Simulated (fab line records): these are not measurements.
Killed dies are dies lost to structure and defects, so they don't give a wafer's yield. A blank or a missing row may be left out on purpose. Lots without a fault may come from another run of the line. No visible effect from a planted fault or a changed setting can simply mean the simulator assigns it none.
A single fault, viewed from 2 desks	flow rit cmos	every desk sees just its own numbers, and what lay behind them comes last

THE TOOL OWNER'S DESK: rie metal-02
The tool's own readings at RIT_M1_METAL_ETCH_12 (etches Al in Cl2/BCl3, stops on SiO2, time 165 s, target depth 600 nm): means of the sampled wafers that have a number, for each lot that ran on this tool. The brackets show how far a lot's mean lies from the usual mean; more than 4 standard deviations puts the lot out of limits, marked OUT.
Columns: A = drypump motor current A at RIT_M1_METAL_ETCH_12, usual 5.50 A; B = oes product au at RIT_M1_METAL_ETCH_12, usual 0.781 a.u.; C = throttle valve pct at RIT_M1_METAL_ETCH_12, usual 8.16 %
lot	first seen here	A	B	C
L281	day 4 08:23	5.34	0.783	8.15
L290	day 6 04:44	5.23	0.772	8.10
L293	day 6 22:11	5.32	0.778	8.16
Result from this desk: across the 3 lots, nothing is out of limits.

THE METROLOGY DESK
What the gauges read, lot by lot, whatever tool the lot ran on: means of the sampled wafers that have a number. The brackets show how far a lot's mean lies from the usual mean; more than 4 standard deviations puts the lot out of limits, marked OUT.
Columns: A = M1_AL_RS at RIT_M1_RS_MEAS_01, usual 0.0731 ohm/sq; B = M1_AL_THK at RIT_M1_THK_MEAS_02, usual 397 nm; C = cd nm at RIT_M1_CD_MEAS_09, usual 2600.2 nm; D = M1_OVL at RIT_M1_OVL_MEAS_10, usual 0.1 nm; E = cd nm at RIT_M1_CD_MEAS_90, usual 2600.2 nm; F = M1_BOW at RIT_M1_BOW_MEAS_16, usual 17 um
lot	first seen here	A	B	C	D	E	F
L277	day 3 05:40	0.0723	400	2600.7	0.0	2603.9	14
L281	day 4 06:56	0.0722	401	2597.0	-0.3	2597.8	17
L290	day 6 03:16	0.0741	392	2598.9	1.4	2599.3	19
L293	day 6 20:44	0.0723	402	2598.2	-1.1	2597.7	17
L297	day 7 13:43	0.0730	400	2598.2	-0.7	2597.1	17
L300	day 8 04:25	0.0724	398	2601.7	0.9	2599.7	13
Result from this desk: across the 6 lots, nothing is out of limits.

TAKEN TOGETHER
The tool owner's desk saw nothing out of limits.
Metrology desk: nothing out of limits seen.

WHAT THE SIMULATOR HAD PUT IN
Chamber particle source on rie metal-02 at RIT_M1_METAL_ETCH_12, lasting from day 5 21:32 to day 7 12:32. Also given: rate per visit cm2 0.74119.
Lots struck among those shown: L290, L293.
